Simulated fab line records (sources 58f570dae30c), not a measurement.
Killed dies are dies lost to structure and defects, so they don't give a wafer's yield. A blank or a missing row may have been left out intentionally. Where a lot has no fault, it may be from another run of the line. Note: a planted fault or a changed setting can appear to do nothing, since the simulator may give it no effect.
Shared-tool check    flow berkeley cmos170    Sampled: 14 lots, 42 wafers

## WHY THIS WAS OPENED
Of 14 lots, 2 have the reading CONTACT_PSG_THK flagged at UCB170_CONTACT_THK_MEAS_02. Wafers without a fault read 702 nm, standard deviation 5.3.
Rule: a lot is flagged when every wafer of it that has a number lies more than 4 standard deviations from that mean, or none has a number. The other lots count as sound.

lot   measured      on             CONTACT_PSG_THK (nm), wafer by wafer  flag
L938  day 7 21:27   film metro-04  700 704 695                           
L937  day 7 21:28   film metro-02  700 698 695                           
L941  day 8 04:14   film metro-02  708 707 707                           
L939  day 8 06:01   film metro-01  703 702 707                           
L943  day 9 05:49   film metro-02  701 702 702                           
L944  day 9 07:37   film metro-01  1406 1412 1415                        FLAGGED
L946  day 9 14:36   film metro-02  715 710 714                           
L945  day 9 16:23   film metro-01  1390 1394 1406                        FLAGGED
L948  day 10 16:19  film metro-04  708 706 708                           
L950  day 10 21:39  film metro-04  700 699 700                           
L949  day 10 23:30  film metro-01  695 694 691                           
L958  day 12 06:09  film metro-04  699 695 699                           
L960  day 12 19:15  film metro-01  697 705 697                           
L959  day 13 09:26  film metro-02  707 706 699                           
On average the flagged lots read 1404 nm, which is +702 nm against the usual, or +99 or more standard deviations.

## WHICH TOOL RAN EACH LOT
The record keeps 1 process step preceding the reading, out of 331 steps on the route. Cell contents, in order: the tool; ch with the chambers the sampled wafers went through; the start.
lot   flag     UCB170_CONTACT_CVD_01
L938           lpcvd-02 ch 1, day 7 19:40
L937           lpcvd-02 ch 1, day 7 19:40
L941           lpcvd-02 ch 1, day 8 02:28
L939           lpcvd-02 ch 1, day 8 04:14
L943           lpcvd-02 ch 1, day 9 04:02
L944  FLAGGED  lpcvd-01 ch 0, day 9 02:54 and lpcvd-02 ch 0, day 9 05:49
L946           lpcvd-01 ch 0, day 9 12:48
L945  FLAGGED  lpcvd-02 ch 1, day 9 12:10 and lpcvd-01 ch 1, day 9 14:35
L948           lpcvd-01 ch 1, day 10 14:32
L950           lpcvd-01 ch 1, day 10 19:52
L949           lpcvd-01 ch 1, day 10 21:39
L958           lpcvd-01 ch 0, day 12 03:28
L960           lpcvd-02 ch 1, day 12 17:28
L959           lpcvd-02 ch 1, day 13 07:39
These steps, and what they do:
- UCB170_CONTACT_CVD_01: deposits PSG from SiH4/O2/PH3, target thk 700 nm, time 2820 s.
- UCB170_CONTACT_THK_MEAS_02

## FLAGGED OVER TOTAL, TOOL BY TOOL (the gauges that took the reading come last)
step                        tool           lots run  flagged  share of the flagged lots  sound lots run after its first flagged lot
UCB170_CONTACT_CVD_01       lpcvd-01       7         2        all                        5 (L946,L948,L950,L949,L958)
UCB170_CONTACT_CVD_01       lpcvd-02       9         2        all                        2 (L960,L959)
UCB170_CONTACT_THK_MEAS_02  film metro-01  5         2        all                        2 (L949,L960)
UCB170_CONTACT_THK_MEAS_02  film metro-02  5         0        none                       -
UCB170_CONTACT_THK_MEAS_02  film metro-04  4         0        none                       -

## WHAT IS ALLOWED BY THE TABLE
lpcvd-01 at UCB170_CONTACT_CVD_01, lpcvd-02 at UCB170_CONTACT_CVD_01 and film metro-01 at UCB170_CONTACT_THK_MEAS_02: these 3 rows of the table ran every flagged lot.
- lpcvd-01 at UCB170_CONTACT_CVD_01 ran 7 lots, 2 of them flagged. Sound lots followed the first flagged one (L946, L948, L950, L949, L958) on it, something a lasting fault affecting the whole tool could not allow.
- lpcvd-02 at UCB170_CONTACT_CVD_01 ran 9 lots, 2 of them flagged. Sound lots followed the first flagged one (L960, L959) on it, something a lasting fault affecting the whole tool could not allow.
- film metro-01 at UCB170_CONTACT_THK_MEAS_02 ran 5 lots, 2 of them flagged. Sound lots followed the first flagged one (L949, L960) on it, something a lasting fault affecting the whole tool could not allow.
There is no row in the table that ran each flagged lot and no sound lot after the first.

## WHAT THE SIMULATOR HAD PUT IN
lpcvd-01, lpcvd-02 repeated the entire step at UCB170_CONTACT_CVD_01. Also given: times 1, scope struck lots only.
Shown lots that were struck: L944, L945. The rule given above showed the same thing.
